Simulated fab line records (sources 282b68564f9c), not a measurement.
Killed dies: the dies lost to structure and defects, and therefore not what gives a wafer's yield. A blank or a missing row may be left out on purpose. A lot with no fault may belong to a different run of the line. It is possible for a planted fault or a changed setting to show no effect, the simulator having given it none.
Split-lot experiment + flow rit-cmos + 23 wafers read across 5 lots, on a route 202 steps long

== SPLIT DETAILS ==
At RIT_SILICIDE_SPUTTER_01 (material Ti, target thk 30 nm, time 240 s), the setting time-s was moved away from the recipe's 240 s on 8 of the 23 wafers read, by -14.6% to +7.7%. The other wafers ran this setting at the recipe's value.

== FROM SPLIT TO READING: 1 step shown by the file between the two ==
- RIT_SILICIDE_RS_MEAS_02: measures by four-point-probe

== THE READING ==
SILICIDE_TI_THK, in nm, at RIT_SILICIDE_THK_MEAS_03 (measures by xrf). Typical for fault-free wafers on this fab line: 29.5 nm, with standard deviation 0.45 nm.

| wafer  | tool, chamber at the split | time-s as run, s | against the recipe | SILICIDE_TI_THK, nm | against lot-mates on the recipe |
|--------|----------------------------|------------------|--------------------|---------------------|---------------------------------|
| L077.1 | pvd-sputter-01, -          | 214.1            | -10.8%             | 26.3                | -3.6                            |
| L077.2 | pvd-sputter-01, -          | 240              | recipe             | 29.7                | -                               |
| L077.3 | pvd-sputter-01, -          | 214.1            | -10.8%             | 25.9                | -4.0                            |
| L077.5 | pvd-sputter-01, -          | 240              | recipe             | 30.1                | -                               |
| L077.6 | pvd-sputter-01, -          | 214.1            | -10.8%             | 26.4                | -3.5                            |
| L079.1 | pvd-sputter-01, -          | 240              | recipe             | 29.9                | -                               |
| L079.3 | pvd-sputter-01, -          | 240              | recipe             | 29.6                | -                               |
| L079.4 | pvd-sputter-01, -          | 240              | recipe             | 29.2                | -                               |
| L081.1 | pvd-sputter-02, -          | 258.4            | +7.7%              | 31.5                | +2.3                            |
| L081.2 | pvd-sputter-02, -          | 240              | recipe             | 28.8                | -                               |
| L081.3 | pvd-sputter-02, -          | 258.4            | +7.7%              | 32.2                | +3.0                            |
| L081.5 | pvd-sputter-02, -          | 258.4            | +7.7%              | 32.2                | +3.0                            |
| L081.6 | pvd-sputter-02, -          | 240              | recipe             | 29.6                | -                               |
| L082.1 | pvd-sputter-04, -          | 204.9            | -14.6%             | 24.6                | -4.4                            |
| L082.2 | pvd-sputter-04, -          | 240              | recipe             | 29.2                | -                               |
| L082.3 | pvd-sputter-04, -          | 240              | recipe             | 29.4                | -                               |
| L082.4 | pvd-sputter-04, -          | 240              | recipe             | 28.5                | -                               |
| L082.5 | pvd-sputter-04, -          | 204.9            | -14.6%             | 24.4                | -4.6                            |
| L085.1 | pvd-sputter-02, -          | 240              | recipe             | 29.5                | -                               |
| L085.2 | pvd-sputter-02, -          | 240              | recipe             | 29.4                | -                               |
| L085.3 | pvd-sputter-02, -          | 240              | recipe             | 29.9                | -                               |
| L085.4 | pvd-sputter-02, -          | 240              | recipe             | 30.7                | -                               |
| L085.6 | pvd-sputter-02, -          | 240              | recipe             | 29.5                | -                               |

THE FIT
A straight line over all 23 wafers: SILICIDE_TI_THK changes by +0.326 nm for each +1% of time-s; r = +0.98; the points scatter about the line by 0.47 nm.
The same after taking each lot's own level away (the mean of its wafers on the recipe; 23 wafers): +0.333 nm for each +1%; r = +0.98; scatter 0.38 nm.
Per that fit: largest time-s move, reading shift of 4.9 nm.
The span of the lots' own levels, 29.03 to 29.90 nm, comes to 1.9 times the standard deviation stated above.
The two slopes are in agreement: the lot-to-lot level therefore moves the slope only a little.
Check: -4.95 nm against its lot-mates is what the line predicts for one of the wafers moved furthest among these (-14.6%) when that wafer is left out of the fit. It came out at -4.43 nm against them.

== THE OTHER SPLITS THESE WAFERS WENT THROUGH ==
Other splits were also applied to these wafers ahead of the reading. Each is held against what the fit with the lots' levels taken away leaves over:
| other split on the same wafers | wafers away from the commonest value | r with SILICIDE_TI_THK (lot level and that fit taken away) |
|--------------------------------|--------------------------------------|------------------------------------------------------------|
| RIT_SPACER_CVD_03 time-s       | 15                                   | -0.16                                                      |
| RIT_NSD_HARDBAKE_07 temp-c     | 8                                    | -0.10                                                      |
| RIT_NSD_IMPLANT_08 dose-cm2    | 7                                    | -0.10                                                      |
| RIT_SDANNEAL_CLEAN_01 time-s   | 18                                   | -0.10                                                      |

== THE WHOLE CHAIN: every reading that the file lists as answering this split, in the file's order ==
| step                     | what it does                              | reading                                                                           | change (the file's fit)               | r (the file's) |
|--------------------------|-------------------------------------------|-----------------------------------------------------------------------------------|---------------------------------------|----------------|
| RIT_SILICIDE_SPUTTER_01  | material Ti, target thk 30 nm, time 240 s | Ti_of_SILICIDE_SPUTTER_01.thk-nm (the simulator's own value, which no gauge read) | +0.325 nm for each +1% of the setting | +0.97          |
| RIT_SILICIDE_RS_MEAS_02  | measures by four-point-probe              | SILICIDE_TI_RS                                                                    | -0.779 for each +1% of the setting    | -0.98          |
| RIT_SILICIDE_THK_MEAS_03 | measures by xrf                           | SILICIDE_TI_THK                                                                   | +0.328 for each +1% of the setting    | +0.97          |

== FILE'S OWN FIT ==
SILICIDE_TI_THK changes by +0.328 nm for each +1% of time-s, r = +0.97.
